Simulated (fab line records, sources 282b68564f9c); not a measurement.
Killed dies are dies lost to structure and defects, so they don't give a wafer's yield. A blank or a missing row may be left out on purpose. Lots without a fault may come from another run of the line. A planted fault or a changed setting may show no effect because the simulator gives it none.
A struck lot beside a sound one | flow rit_cmos | 43 steps out of a route of 202
Sound: wafers L625.1, L625.3, L625.4. Struck: wafers L644.2, L644.3, L644.4. The cause comes at the end.
At each step with rows: each side's tool, then ch and its chambers, then its first start. Under that, the readings that differ: sound wafers | struck wafers | difference of the means | sigmas: that difference in standard deviations of wafers without a fault.
alike: readings whose means differ by less than 2 such deviations, and words and numbers that are the same on both sides. not compared: withheld readings, readings that some wafer has no value for, bounds like >300 that may hide the same value, and numbers for which the record gives no deviation and whose values overlap.
The two part at a step that has a row with sigmas, a row that says differs or no value, or rows on one side only. Numbers that don't overlap but have no deviation are shown without sigmas and don't part them. A reading that every wafer of one side lacks parts them only if that side has two wafers or more.

first, 3 steps without rows for these wafers: RIT_REOX_CLEAN_01 (cleans in dHF, time 30 s); RIT_REOX_CLEAN_02 (cleans in SC2, time 600 s); RIT_REOX_OXIDATION_03 (target thk 25.2 nm, ox time 5580 s).
RIT_REOX_THK_MEAS_04:
  sound on film_metro-03, day 3 13:01; struck on film_metro-03, day 7 12:31
  alike: REOX_OXIDE_THK
then, 6 steps without rows for these wafers: RIT_NLDD_HMDS_00 (prime time 60 s); RIT_NLDD_COAT_01 (resist thk 1000 nm); RIT_NLDD_SOFTBAKE_02 (time 60 s); RIT_NLDD_EXPOSE_03 (exposes mask M7, target cd 40700 nm); RIT_NLDD_PEB_04; RIT_NLDD_DEVELOP_05 (develop time 50 s).
RIT_NLDD_OVL_MEAS_06:
  sound on overlay-01, day 3 14:03; struck on overlay-02, day 7 13:33
  alike: NLDD_OVL
then, 1 step without rows for these wafers: RIT_NLDD_HARDBAKE_07 (time 60 s).
RIT_NLDD_IMPLANT_08:
  sound on implanter-03 ch 0, day 3 14:14; struck on implanter-04 ch 0, day 7 13:46
  reading            | sound           | struck            | difference | sigmas
  beam_on_s (s)      | 9.85 9.94 10.05 | 14.43 14.67 14.48 | +4.58      | +24
  faraday_current_uA | 1596 1577 1558  | 1092 1072 1084    | -494       | -17
RIT_NLDD_STRIP_09: strips in O2, time 180 s.
  sound on plasma_asher-04 ch 0,1, day 3 14:23; struck on plasma_asher-02 ch 0,1, day 7 13:53
  alike: chamber_pressure_mTorr, drypump_motor_current_A
  not compared: rf_hours_counter_h
RIT_NLDD_TW_MEAS_10:
  sound on film_metro-03, day 3 14:34; struck on film_metro-03, day 7 14:17
  reading | sound          | struck         | difference | sigmas
  NLDD_TW | 2519 2511 2495 | 2760 2759 2778 | +257       | +15
  not compared: hold
then, 5 steps without rows for these wafers: RIT_PLDD_COAT_01 (resist thk 1000 nm); RIT_PLDD_SOFTBAKE_02 (time 60 s); RIT_PLDD_EXPOSE_03 (exposes mask M8, target cd 40900 nm); RIT_PLDD_PEB_04; RIT_PLDD_DEVELOP_05 (develop time 50 s).
RIT_PLDD_OVL_MEAS_06:
  sound on overlay-01, day 3 15:36; struck on overlay-01, day 7 16:51
  reading       | sound        | struck         | difference | sigmas
  PLDD_OVL (nm) | 1.1 -0.2 2.4 | -2.1 -2.5 -2.4 | -3.4       | -3
then, 2 steps without rows for these wafers: RIT_PLDD_HARDBAKE_07 (time 60 s); RIT_PLDD_IMPLANT_08.
RIT_PLDD_STRIP_09: strips in O2, time 180 s.
  sound on plasma_asher-03 ch 0,1, day 3 15:56; struck on plasma_asher-03 ch 0,1, day 8 00:42
  alike: chamber_pressure_mTorr, drypump_motor_current_A
  not compared: rf_hours_counter_h
RIT_PLDD_TW_MEAS_10:
  sound on film_metro-04, day 3 16:07; struck on film_metro-04, day 8 00:53
  alike: PLDD_TW
then, 4 steps without rows for these wafers: RIT_SPACER_CLEAN_00 (cleans in SC1, time 600 s); RIT_SPACER_CLEAN_01 (cleans in dHF, time 30 s); RIT_SPACER_CLEAN_02 (cleans in SC2, time 600 s); RIT_SPACER_CVD_03 (deposits Si3N4 from SiH2Cl2/NH3, target thk 250 nm, time 3300 s).
RIT_SPACER_THK_MEAS_04:
  sound on film_metro-03, day 3 18:27; struck on film_metro-03, day 8 05:02
  reading                 | sound             | struck            | difference | sigmas
  SPACER_NITRIDE_THK (nm) | 250.9 252.1 251.4 | 244.5 245.3 245.5 | -6.4       | -3
RIT_SPACER_ETCHBACK_05: etches Si3N4 in SF6/CHF3, stops on SiO2, target depth 250 nm, time 240 s.
  sound on rie_diel-02 ch 0,1,2, day 3 18:31; struck on rie_diel-02 ch 0,1,2, day 8 05:05
  alike: chamber_pressure_mTorr, drypump_motor_current_A, oes_product_au, throttle_valve_pct
  not compared: rf_hours_counter_h
then, 2 steps without rows for these wafers: RIT_NSD_HMDS_00 (prime time 60 s); RIT_NSD_COAT_01 (resist thk 1000 nm).
RIT_NSD_SOFTBAKE_02: time 61.69 s.
  sound on litho_track-03 ch 0, day 3 18:58; struck on litho_track-03 ch 0, day 8 05:47
  alike: plate_sensor_t_centre_C, plate_sensor_t_edge_C
then, 3 steps without rows for these wafers: RIT_NSD_EXPOSE_03 (exposes mask M9, target cd 40700 nm); RIT_NSD_PEB_04; RIT_NSD_DEVELOP_05 (develop time 50 s).
RIT_NSD_OVL_MEAS_06:
  sound on overlay-02, day 3 19:39; struck on overlay-02, day 8 06:30
  alike: NSD_OVL
then, 2 steps without rows for these wafers: RIT_NSD_HARDBAKE_07 (time 60 s); RIT_NSD_IMPLANT_08.
RIT_NSD_STRIP_09: strips in O2, time 180 s.
  sound on plasma_asher-04 ch 0,1, day 3 19:59; struck on plasma_asher-02 ch 0,1, day 8 06:50
  alike: chamber_pressure_mTorr, drypump_motor_current_A
  not compared: rf_hours_counter_h
RIT_SDANNEAL_RS_MEAS_07: measures by four-point-probe.
  sound on film_metro-04, day 3 22:38; struck on film_metro-04, day 8 09:46
  reading          | sound             | struck            | difference | sigmas
  NLDD_RS (ohm/sq) | 151.9 151.7 151.9 | 114.2 113.8 113.8 | -37.9      | -72
  not compared: hold
RIT_M1_PROBE_99:
  the record has rows for the sound wafers here (prober-02, day 4 05:58) and none for the struck ones

WHERE THEY PART
First at RIT_NLDD_IMPLANT_08; last, within this record, at RIT_M1_PROBE_99.

WHY: what the simulator had put in
Process parameter drift: implanter-04, from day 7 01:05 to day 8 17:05, at RIT_NLDD_IMPLANT_08. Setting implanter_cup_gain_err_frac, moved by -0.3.
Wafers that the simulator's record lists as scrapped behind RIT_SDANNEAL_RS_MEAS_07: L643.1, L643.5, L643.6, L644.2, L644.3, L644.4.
